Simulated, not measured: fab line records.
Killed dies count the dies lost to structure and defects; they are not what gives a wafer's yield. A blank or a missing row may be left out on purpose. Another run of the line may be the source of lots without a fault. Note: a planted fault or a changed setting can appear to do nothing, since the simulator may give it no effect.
What tool caused it? + flow berkeley-cmos170 + Sampling: 14 lots, 42 wafers, 5 of 331 route steps

== WHAT THE GAUGES READ, wafer by wafer ==
UCB170_PWELL_TW_MEAS_17. Usual: PWELL_TW gives 377 (standard deviation 3.6).
| lot  | measured    | on            | PWELL_TW    | flag |
|------|-------------|---------------|-------------|------|
| L308 | day 3 09:52 | film-metro-01 | 375 375 375 |      |
| L310 | day 4 02:11 | film-metro-03 | 374 374 373 |      |
| L312 | day 4 02:28 | film-metro-01 | 378 378 380 |      |
| L311 | day 4 02:44 | film-metro-04 | 382 380 379 |      |
| L313 | day 4 10:44 | film-metro-04 | 382 381 382 |      |
| L314 | day 4 19:13 | film-metro-03 | 373 372 372 |      |
| L316 | day 5 06:53 | film-metro-03 | 375 378 375 |      |
| L318 | day 5 07:04 | film-metro-04 | 379 381 380 |      |
| L322 | day 6 13:46 | film-metro-03 | 373 373 371 |      |
| L325 | day 7 06:59 | film-metro-04 | 194 193 193 | OFF  |
| L326 | day 7 22:34 | film-metro-04 | 192 191 191 | OFF  |
| L327 | day 7 22:50 | film-metro-03 | 374 372 373 |      |
| L328 | day 8 10:52 | film-metro-03 | 374 374 372 |      |
| L331 | day 9 00:02 | film-metro-04 | 383 381 383 |      |

UCB170_SPACER_THK_MEAS_01. Usual: SPACER_TEOS_THK gives 376 nm (standard deviation 5.9).
| lot  | measured     | on            | SPACER_TEOS_THK (nm) | flag |
|------|--------------|---------------|----------------------|------|
| L308 | day 7 15:53  | film-metro-04 | 373 377 375          |      |
| L310 | day 9 03:07  | film-metro-04 | 378 372 378          |      |
| L312 | day 9 02:46  | film-metro-01 | 373 370 385          |      |
| L311 | day 9 03:24  | film-metro-04 | 369 370 375          |      |
| L313 | day 9 03:03  | film-metro-02 | 372 370 365          |      |
| L314 | day 9 21:01  | film-metro-04 | 386 385 386          |      |
| L316 | day 10 17:37 | film-metro-04 | 374 384 380          |      |
| L318 | day 10 15:11 | film-metro-02 | 376 375 384          |      |
| L322 | day 12 04:30 | film-metro-02 | 375 376 382          |      |
| L325 | day 12 19:29 | film-metro-04 | 377 376 379          |      |
| L326 | day 13 02:37 | film-metro-02 | 373 383 382          |      |
| L327 | day 13 02:47 | film-metro-04 | 374 380 367          |      |
| L328 | day 13 15:46 | film-metro-01 | 376 373 367          |      |
| L331 | day 13 20:19 | film-metro-02 | 370 363 374          |      |

UCB170_CONTACT_CD_MEAS_15 targets a cd of 700 nm. Usual: 700.2 nm for cd-nm, sd 1.5.
| lot  | measured     | on        | cd-nm (nm)        | flag |
|------|--------------|-----------|-------------------|------|
| L308 | day 8 13:16  | cd-sem-02 | 698.7 700.8 700.6 |      |
| L310 | day 10 02:18 | cd-sem-01 | 703.2 702.3 702.2 |      |
| L312 | day 10 00:26 | cd-sem-02 | 701.4 701.8 700.7 |      |
| L311 | day 10 02:34 | cd-sem-01 | 699.3 697.5 698.9 |      |
| L313 | day 10 00:46 | cd-sem-01 | 701.1 701.6 701.6 |      |
| L314 | day 10 18:29 | cd-sem-02 | 699.7 700.0 699.1 |      |
| L316 | day 11 16:04 | cd-sem-01 | 699.6 699.4 698.4 |      |
| L318 | day 11 15:36 | cd-sem-02 | 698.4 699.1 699.3 |      |
| L322 | day 12 21:24 | cd-sem-01 | 698.2 699.3 699.6 |      |
| L325 | day 13 10:36 | cd-sem-02 | 703.2 703.3 702.4 |      |
| L326 | day 13 21:18 | cd-sem-01 | 699.4 700.9 701.1 |      |
| L327 | day 13 21:01 | cd-sem-02 | 698.4 698.2 699.8 |      |
| L328 | day 14 10:47 | cd-sem-02 | 701.3 702.8 701.5 |      |
| L331 | day 14 13:14 | cd-sem-01 | 701.8 700.6 701.2 |      |

== TOOL THAT RAN EACH LOT (tool first, then ch and the chambers of the sampled wafers, then the start) ==
| lot  | UCB170_PWELL_IMPLANT_15        | UCB170_BACKSIDE_STRIP_03             |
|------|--------------------------------|--------------------------------------|
| L308 | implanter-03 ch 0, day 3 09:37 | plasma-asher-01 ch 0,1, day 8 07:24  |
| L310 | implanter-03 ch 0, day 4 01:56 | plasma-asher-02 ch 0,1, day 9 19:56  |
| L312 | implanter-04 ch 0, day 4 02:13 | plasma-asher-04 ch 0,1, day 9 19:20  |
| L311 | implanter-02 ch 0, day 4 02:29 | plasma-asher-04 ch 0,1, day 9 20:09  |
| L313 | implanter-04 ch 0, day 4 10:29 | plasma-asher-04 ch 0,1, day 9 19:40  |
| L314 | implanter-02 ch 0, day 4 19:00 | plasma-asher-02 ch 0,1, day 10 11:43 |
| L316 | implanter-04 ch 0, day 5 06:38 | plasma-asher-04 ch 0,1, day 11 06:47 |
| L318 | implanter-02 ch 0, day 5 06:50 | plasma-asher-04 ch 0,1, day 11 06:23 |
| L322 | implanter-03 ch 0, day 6 13:32 | plasma-asher-04 ch 0,1, day 12 13:43 |
| L325 | implanter-03 ch 0, day 7 06:44 | plasma-asher-04 ch 1, day 13 04:05   |
| L326 | implanter-03 ch 0, day 7 22:21 | plasma-asher-02 ch 0,1, day 13 15:06 |
| L327 | implanter-02 ch 0, day 7 22:35 | plasma-asher-01 ch 0,1, day 13 14:42 |
| L328 | implanter-02 ch 0, day 8 10:37 | plasma-asher-02 ch 0,1, day 14 05:15 |
| L331 | implanter-02 ch 0, day 8 23:47 | plasma-asher-01 ch 0,1, day 14 05:15 |
- UCB170_PWELL_IMPLANT_15
- UCB170_BACKSIDE_STRIP_03: strips in O2.

== AS READ BY THE TOOLS THEMSELVES (means over the sampled wafers that have a number; for cases with no such wafer, the mark the record gives instead) ==
UCB170_PWELL_IMPLANT_15. Usual: dose-ions-cm2 4.999e+12, standard deviation 5.1e+09; faraday-current-uA 15.88, standard deviation 0.3.
| lot  | tool         | dose-ions-cm2 | faraday-current-uA | flag |
|------|--------------|---------------|--------------------|------|
| L308 | implanter-03 | 4.998e+12     | 16.14              |      |
| L310 | implanter-03 | 5.000e+12     | 15.90              |      |
| L312 | implanter-04 | 5.000e+12     | 15.80              |      |
| L311 | implanter-02 | 5.004e+12     | 15.78              |      |
| L313 | implanter-04 | 4.995e+12     | 15.99              |      |
| L314 | implanter-02 | 5.000e+12     | 15.53              |      |
| L316 | implanter-04 | 5.002e+12     | 15.64              |      |
| L318 | implanter-02 | 4.993e+12     | 15.85              |      |
| L322 | implanter-03 | 5.001e+12     | 15.59              |      |
| L325 | implanter-03 | 4.967e+11     | 1.55               | OFF  |
| L326 | implanter-03 | 4.957e+11     | 1.60               | OFF  |
| L327 | implanter-02 | 5.001e+12     | 16.06              |      |
| L328 | implanter-02 | 4.997e+12     | 16.09              |      |
| L331 | implanter-02 | 5.000e+12     | 15.78              |      |

UCB170_BACKSIDE_STRIP_03. Usual: drypump-motor-current-A 5.61 A, standard deviation 0.19; oes-product-au 0.735 a.u., standard deviation 0.005; strip-time-to-endpoint-s 21.96 s, standard deviation 0.061.
| lot  | tool            | drypump-motor-current-A (A) | oes-product-au (a.u.) | strip-time-to-endpoint-s (s) | flag |
|------|-----------------|-----------------------------|-----------------------|------------------------------|------|
| L308 | plasma-asher-01 | 5.65                        | 0.733                 | 21.98                        |      |
| L310 | plasma-asher-02 | 5.74                        | 0.737                 | 21.82                        |      |
| L312 | plasma-asher-04 | 5.44                        | 0.738                 | 21.93                        |      |
| L311 | plasma-asher-04 | 5.45                        | 0.733                 | 22.00                        |      |
| L313 | plasma-asher-04 | 5.43                        | 0.736                 | 21.89                        |      |
| L314 | plasma-asher-02 | 5.82                        | 0.733                 | 22.00                        |      |
| L316 | plasma-asher-04 | 5.46                        | 0.737                 | 21.91                        |      |
| L318 | plasma-asher-04 | 5.45                        | 0.731                 | 21.91                        |      |
| L322 | plasma-asher-04 | 5.46                        | 0.736                 | 21.96                        |      |
| L325 | plasma-asher-04 | 5.48                        | 0.737                 | 21.88                        |      |
| L326 | plasma-asher-02 | 5.83                        | 0.737                 | 22.02                        |      |
| L327 | plasma-asher-01 | 5.63                        | 0.735                 | 21.94                        |      |
| L328 | plasma-asher-02 | 5.73                        | 0.734                 | 21.94                        |      |
| L331 | plasma-asher-01 | 5.64                        | 0.734                 | 21.98                        |      |

== THE ANSWER, worked out from the rows above alone ==
Rule: a lot counts as off when the mean over its wafers that have a number is more than 3 standard deviations away from the usual mean. A lot without any number at a reading at which 4 lots or more have one is off too. All remaining lots with rows at the step are treated as sound. Order of review: gauges by route order, followed by the tools' own readings, for which a lot's mean as printed above is used. The first step at which some lot is off is used, and at that step the reading that is off furthest; a lot without a number counts as furthest.
Off: L325, L326, seen at UCB170_PWELL_TW_MEAS_17 (PWELL_TW).
A tool fits if, at a process step before that reading, it ran every lot that is off, and no sound lot after the first of them. The gauges at UCB170_PWELL_TW_MEAS_17 aren't tried: what is off there is off at UCB170_PWELL_IMPLANT_15 too, on other tools, and a gauge's error can't cause that. One candidate fits, namely implanter-03 at UCB170_PWELL_IMPLANT_15. Its last sound lot is L322 (day 6 13:32), its first lot that is off L325 (day 7 06:44): a fault that began between those two fits.
The tool's own readings at UCB170_PWELL_IMPLANT_15 bear it out: on the lots that are off they differ by more than 5 times the standard deviation of the sound lots' means. dose-ions-cm2 reads 4.962e+11 there against 4.999e+12 on the sound lots; faraday-current-uA reads 1.58 there against 15.85 on the sound lots.

== WHAT WAS PUT IN BY THE SIMULATOR ==
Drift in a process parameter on implanter-03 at UCB170_PWELL_IMPLANT_15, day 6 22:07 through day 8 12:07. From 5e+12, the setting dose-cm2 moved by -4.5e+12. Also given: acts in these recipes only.
Struck lots among those shown: L325, L326. The same result came from the rule above.
